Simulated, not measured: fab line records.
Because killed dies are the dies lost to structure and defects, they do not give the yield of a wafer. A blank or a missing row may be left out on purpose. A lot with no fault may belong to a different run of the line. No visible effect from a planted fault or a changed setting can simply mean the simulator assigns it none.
Which tool is to blame? / flow ritCmos / 14 lots, 42 wafers sampled, at 2 steps of a route of 202

== WHAT EACH GAUGE READ, for each wafer ==
No reading from a measuring or inspecting step in the record can be judged against a usual standard deviation.

== TOOL THAT RAN EACH LOT (tool first, then ch and the chambers of the sampled wafers, then the start) ==
lot=L571; RIT_PRETRO_SOFTBAKE_02=lithoTrack-02 ch 0, day 2 11:16; RIT_M1_PROBE_99=-
lot=L572; RIT_PRETRO_SOFTBAKE_02=lithoTrack-02 ch 0, day 2 17:20; RIT_M1_PROBE_99=-
lot=L574; RIT_PRETRO_SOFTBAKE_02=lithoTrack-03 ch 0, day 3 03:57; RIT_M1_PROBE_99=-
lot=L575; RIT_PRETRO_SOFTBAKE_02=lithoTrack-01 ch 0, day 3 08:22; RIT_M1_PROBE_99=-
lot=L576; RIT_PRETRO_SOFTBAKE_02=lithoTrack-02 ch 0, day 3 11:55; RIT_M1_PROBE_99=-
lot=L577; RIT_PRETRO_SOFTBAKE_02=lithoTrack-02 ch 0, day 3 18:11; RIT_M1_PROBE_99=-
lot=L578; RIT_PRETRO_SOFTBAKE_02=lithoTrack-01 ch 0, day 3 22:18; RIT_M1_PROBE_99=-
lot=L580; RIT_PRETRO_SOFTBAKE_02=lithoTrack-01 ch 0, day 4 08:29; RIT_M1_PROBE_99=-
lot=L581; RIT_PRETRO_SOFTBAKE_02=lithoTrack-03 ch 0, day 4 13:05; RIT_M1_PROBE_99=-
lot=L582; RIT_PRETRO_SOFTBAKE_02=lithoTrack-03 ch 0, day 4 18:08; RIT_M1_PROBE_99=prober-02, day 5 20:50
lot=L583; RIT_PRETRO_SOFTBAKE_02=lithoTrack-03 ch 0, day 4 23:07; RIT_M1_PROBE_99=-
lot=L584; RIT_PRETRO_SOFTBAKE_02=lithoTrack-03 ch 0, day 5 04:11; RIT_M1_PROBE_99=-
lot=L585; RIT_PRETRO_SOFTBAKE_02=lithoTrack-01 ch 0, day 5 09:25; RIT_M1_PROBE_99=-
lot=L587; RIT_PRETRO_SOFTBAKE_02=lithoTrack-02 ch 0, day 5 19:32; RIT_M1_PROBE_99=-
- RIT_PRETRO_SOFTBAKE_02: time 60 s.
- RIT_M1_PROBE_99

== WHAT THE TOOLS THEMSELVES READ (means of the sampled wafers that have a number; where no wafer has one, the mark that the record gives instead) ==
RIT_PRETRO_SOFTBAKE_02.
lot=L571; tool=lithoTrack-02; heaterPowerTotalW (W)=34.55; plateTempC (C)=90.05
lot=L572; tool=lithoTrack-02; heaterPowerTotalW (W)=34.63; plateTempC (C)=90.00
lot=L574; tool=lithoTrack-03; heaterPowerTotalW (W)=34.59; plateTempC (C)=90.02
lot=L575; tool=lithoTrack-01; heaterPowerTotalW (W)=34.60; plateTempC (C)=90.03
lot=L576; tool=lithoTrack-02; heaterPowerTotalW (W)=34.55; plateTempC (C)=90.07
lot=L577; tool=lithoTrack-02; heaterPowerTotalW (W)=34.56; plateTempC (C)=89.98
lot=L578; tool=lithoTrack-01; heaterPowerTotalW (W)=34.55; plateTempC (C)=90.00
lot=L580; tool=lithoTrack-01; heaterPowerTotalW (W)=34.62; plateTempC (C)=89.79
lot=L581; tool=lithoTrack-03; heaterPowerTotalW (W)=34.60; plateTempC (C)=89.95
lot=L582; tool=lithoTrack-03; heaterPowerTotalW (W)=34.56; plateTempC (C)=89.80
lot=L583; tool=lithoTrack-03; heaterPowerTotalW (W)=35.56; plateTempC (C)=91.95
lot=L584; tool=lithoTrack-03; heaterPowerTotalW (W)=35.58; plateTempC (C)=92.00
lot=L585; tool=lithoTrack-01; heaterPowerTotalW (W)=34.54; plateTempC (C)=90.09
lot=L587; tool=lithoTrack-02; heaterPowerTotalW (W)=34.55; plateTempC (C)=89.84

RIT_M1_PROBE_99.
lot=L582 tool=prober-02 killedAtContacts=0.3 killedAtFrontEnd=12 killedDies=12 killedOpen=5.7 killedShort=6.7

== THE ANSWER, worked out from the rows above alone ==
Rule: the usual values come from the lots themselves. Put in order of their means at a reading, lots are off if they are a third of the lots or fewer, leave a main group of 4 or more, and stand apart from it by a gap of 3 or more times the standard deviation of the main group's means; of several such gaps the widest counts. The tables above print the reading to a certain number of digits; a main group whose means all agree to those digits is not used. Also off: a lot with no number at a reading for which 4 or more lots have one. Any other lot the step has rows for is counted as sound. Order of review: gauges by route order, followed by the tools' own readings, for which a lot's mean as printed above is used. The first step at which some lot is off is used, and at that step the reading that is off furthest; a lot without a number counts as furthest.
Off: L583, L584 (RIT_PRETRO_SOFTBAKE_02, heaterPowerTotalW). Mean 34.58 W and standard deviation 0.03 in the main group.
A tool fits if, at that step or a process step before it, it ran every lot that is off, and no sound lot after the first of them. One candidate fits, namely lithoTrack-03 at RIT_PRETRO_SOFTBAKE_02. A fault onset in the window from L582 (day 4 18:08, its last sound lot) to L583 (day 4 23:07, its first lot off) fits.
The tool's own readings at RIT_PRETRO_SOFTBAKE_02 bear it out: on the lots that are off they differ by more than 5 times the standard deviation of the sound lots' means. heaterPowerTotalW reads 35.57 W there against 34.58 W on the sound lots; plateTempC reads 91.97 C there against 89.97 C on the sound lots.

== WHAT THE SIMULATOR HAD INSERTED ==
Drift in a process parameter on lithoTrack-03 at RIT_PRETRO_SOFTBAKE_02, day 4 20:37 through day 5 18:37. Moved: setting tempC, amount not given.
Lots struck among those shown: L583, L584. The rule above reached the same finding.
